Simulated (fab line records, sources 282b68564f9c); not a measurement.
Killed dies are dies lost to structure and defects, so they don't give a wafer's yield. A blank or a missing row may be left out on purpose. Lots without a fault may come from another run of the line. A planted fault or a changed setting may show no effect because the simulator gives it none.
Tool commonality check | flow rit_cmos | 14 lots, 42 wafers sampled

WHY IT WAS OPENED
At RIT_WELLDRIVE_RS_MEAS_01 the reading NWELL_RS is flagged on 2 of 14 lots. Wafers without a fault read 275.5 ohm/sq, standard deviation 0.85.
Rule: a lot is flagged when every wafer of it that has a number lies more than 4 standard deviations from that mean, or none has a number. The other lots count as sound.

lot  | measured    | on            | NWELL_RS (ohm/sq), wafer by wafer | flag
L585 | day 2 15:01 | film_metro-01 | 275.7 275.2 275.7                 |
L586 | day 2 17:51 | film_metro-04 | 275.3 275.0 275.4                 |
L588 | day 3 05:29 | film_metro-01 | 275.9 275.9 276.1                 |
L591 | day 4 00:57 | film_metro-01 | 277.1 276.3 277.0                 |
L592 | day 4 05:08 | film_metro-04 | 275.6 275.4 276.2                 |
L593 | day 4 08:40 | film_metro-04 | 275.9 276.1 276.0                 |
L595 | day 4 16:45 | film_metro-02 | 274.3 274.8 274.2                 |
L596 | day 4 18:01 | film_metro-04 | 273.9 273.7 274.8                 |
L597 | day 4 23:25 | film_metro-04 | 274.8 274.7 275.1                 |
L599 | day 5 13:59 | film_metro-04 | 276.0 276.4 276.4                 |
L601 | day 6 01:29 | film_metro-01 | 276.7 276.0 276.1                 |
L602 | day 6 04:01 | film_metro-04 | 259.8 259.3 259.8                 | FLAGGED
L605 | day 6 23:56 | film_metro-02 | 259.8 260.8 260.1                 | FLAGGED
L607 | day 7 14:04 | film_metro-01 | 276.8 276.8 276.8                 |
The numbers of the flagged lots are 259.9 ohm/sq on average: -15.6 ohm/sq against the usual, or -18 standard deviations.

WHICH TOOL RAN EACH LOT
The record holds 1 process step before the reading, out of a route of 202 steps. In each cell: the tool, then ch and the chambers that the sampled wafers went through, then the start.
lot  | flag    | RIT_NWELL_IMPLANT_08
L585 |         | implanter-03 ch 0, day 2 06:35
L586 |         | implanter-03 ch 0, day 2 09:05
L588 |         | implanter-04 ch 0, day 2 22:29
L591 |         | implanter-04 ch 0, day 3 17:23
L592 |         | implanter-02 ch 0, day 3 20:51
L593 |         | implanter-04 ch 0, day 3 23:45
L595 |         | implanter-03 ch 0, day 4 09:36
L596 |         | implanter-04 ch 0, day 4 11:00
L597 |         | implanter-03 ch 0, day 4 15:00
L599 |         | implanter-04 ch 0, day 5 03:12
L601 |         | implanter-04 ch 0, day 5 17:33
L602 | FLAGGED | implanter-03 ch 0, day 5 20:59
L605 | FLAGGED | implanter-03 ch 0, day 6 14:36
L607 |         | implanter-02 ch 0, day 7 06:28
What these steps do:
- RIT_NWELL_IMPLANT_08
- RIT_WELLDRIVE_RS_MEAS_01: measures by four-point-probe.

FLAGGED OVER TOTAL, TOOL BY TOOL (the gauges that took the reading come last)
step                     | tool          | lots run | flagged | share of the flagged lots | sound lots run after its first flagged lot
RIT_NWELL_IMPLANT_08     | implanter-02  | 2        | 0       | none                      | -
RIT_NWELL_IMPLANT_08     | implanter-03  | 6        | 2       | all                       | 0
RIT_NWELL_IMPLANT_08     | implanter-04  | 6        | 0       | none                      | -
RIT_WELLDRIVE_RS_MEAS_01 | film_metro-01 | 5        | 0       | none                      | -
RIT_WELLDRIVE_RS_MEAS_01 | film_metro-02 | 2        | 1       | some                      | 0
RIT_WELLDRIVE_RS_MEAS_01 | film_metro-04 | 7        | 1       | some                      | 0

WHAT THE TABLE ALLOWS
1 row of the table ran every flagged lot: implanter-03 at RIT_NWELL_IMPLANT_08.
- implanter-03 at RIT_NWELL_IMPLANT_08: 2 of its 6 lots flagged. Its last sound lot is L597 (day 4 15:00), its first flagged lot L602 (day 5 20:59): a fault that began between those two fits. Its own readings lie more than 4 standard deviations out on every wafer of the flagged lots: dose_ions_cm2.
One tool is left: implanter-03 at RIT_NWELL_IMPLANT_08.

WHAT THE SIMULATOR HAD PUT IN
Process parameter drift: implanter-03, from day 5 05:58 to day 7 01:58, at RIT_NWELL_IMPLANT_08. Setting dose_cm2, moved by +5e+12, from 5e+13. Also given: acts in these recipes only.
Lots struck among those shown: L602, L605. The rule above found the same.
